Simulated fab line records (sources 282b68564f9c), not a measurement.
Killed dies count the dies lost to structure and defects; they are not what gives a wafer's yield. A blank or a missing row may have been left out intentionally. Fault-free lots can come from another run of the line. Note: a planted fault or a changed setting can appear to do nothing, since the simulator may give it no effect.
Split-lot study | flow rit cmos | 23 wafers read across 5 lots, on a route 202 steps long

ABOUT THE SPLIT
At RIT_SILICIDE_SPUTTER_01 (material Ti, target thk 30 nm, time 240 s), the setting time s was moved away from the recipe's 240 s on 12 of the 23 wafers read, by -11.5% to -6.8%. This setting was run at the recipe's value on the other wafers.

SPLIT TO READING: what lies between them in the file, 1 step
- RIT_SILICIDE_RS_MEAS_02: measures by four-point-probe

THE READING
SILICIDE_TI_THK, in nm, at RIT_SILICIDE_THK_MEAS_03 (measures by xrf). On this fab line, fault-free wafers typically give 30.1 nm with a standard deviation of 0.31 nm.

wafer  | tool, chamber at the split | time s as run, s | against the recipe | SILICIDE_TI_THK, nm | against lot-mates on the recipe
L078.2 | pvd sputter-04, -          | 223.8            | -6.8%              | 28.4                | -2.1
L078.3 | pvd sputter-04, -          | 240              | recipe             | 30.4                | -
L078.4 | pvd sputter-04, -          | 223.8            | -6.8%              | 28.5                | -1.9
L078.5 | pvd sputter-04, -          | 240              | recipe             | 30.5                | -
L078.6 | pvd sputter-04, -          | 223.8            | -6.8%              | 28.3                | -2.1
L080.1 | pvd sputter-03, -          | 240              | recipe             | 30.8                | -
L080.4 | pvd sputter-03, -          | 240              | recipe             | 30.5                | -
L080.5 | pvd sputter-03, -          | 240              | recipe             | 30.0                | -
L081.1 | pvd sputter-04, -          | 212.4            | -11.5%             | 26.4                | -3.5
L081.2 | pvd sputter-04, -          | 240              | recipe             | 29.9                | -
L081.3 | pvd sputter-04, -          | 240              | recipe             | 29.8                | -
L081.5 | pvd sputter-04, -          | 212.4            | -11.5%             | 26.5                | -3.4
L081.6 | pvd sputter-04, -          | 212.4            | -11.5%             | 26.6                | -3.2
L084.2 | pvd sputter-03, -          | 219.9            | -8.4%              | 27.4                | -2.6
L084.3 | pvd sputter-03, -          | 240              | recipe             | 29.9                | -
L084.4 | pvd sputter-03, -          | 240              | recipe             | 30.2                | -
L084.5 | pvd sputter-03, -          | 219.9            | -8.4%              | 27.8                | -2.2
L084.6 | pvd sputter-03, -          | 219.9            | -8.4%              | 27.6                | -2.4
L085.1 | pvd sputter-04, -          | 222.5            | -7.3%              | 28.1                | -2.1
L085.2 | pvd sputter-04, -          | 240              | recipe             | 30.3                | -
L085.3 | pvd sputter-04, -          | 222.5            | -7.3%              | 28.2                | -2.1
L085.5 | pvd sputter-04, -          | 240              | recipe             | 30.2                | -
L085.6 | pvd sputter-04, -          | 222.5            | -7.3%              | 28.0                | -2.2

THE FIT
A straight line over all 23 wafers: SILICIDE_TI_THK changes by +0.312 nm for each +1% of time s; r = +0.98; the points scatter about the line by 0.26 nm.
The same after taking each lot's own level away (the mean of its wafers on the recipe; 23 wafers): +0.293 nm for each +1%; r = +0.99; scatter 0.16 nm.
Per that fit: largest time s move, reading shift of 3.4 nm.
Across the lots, their own levels run from 29.85 to 30.45 nm, a range of 1.9 times the standard deviation given above.
The two slopes agree, so the slope changes little with the lot-to-lot level.
Check: for one of the wafers moved furthest among these (-11.5%), held out of the fit, the line's prediction against its lot-mates is -3.37 nm. Against them it came out at -3.45 nm.

ADDITIONAL SPLITS CARRIED BY THESE WAFERS
Note: prior to the reading, these wafers also went through further splits. Each is held against what the fit with the lots' levels taken away leaves over:
other split on the same wafers | wafers away from the commonest value | r with SILICIDE_TI_THK (lot level and that fit taken away)
RIT_PSD_IMPLANT_08 energy kev  | 8                                    | +0.06

THE WHOLE CHAIN: every reading that the file lists as answering this split, in the file's order
step                     | what it does                              | reading                                                                           | change (the file's fit)               | r (the file's)
RIT_SILICIDE_SPUTTER_01  | material Ti, target thk 30 nm, time 240 s | Ti_of_SILICIDE_SPUTTER_01.thk nm (the simulator's own value, which no gauge read) | +0.297 nm for each +1% of the setting | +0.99
RIT_SILICIDE_RS_MEAS_02  | measures by four-point-probe              | SILICIDE_TI_RS                                                                    | -0.667 for each +1% of the setting    | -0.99
RIT_SILICIDE_THK_MEAS_03 | measures by xrf                           | SILICIDE_TI_THK                                                                   | +0.296 for each +1% of the setting    | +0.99

THE FILE'S OWN FIT
SILICIDE_TI_THK changes by +0.296 nm for each +1% of time s, r = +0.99.
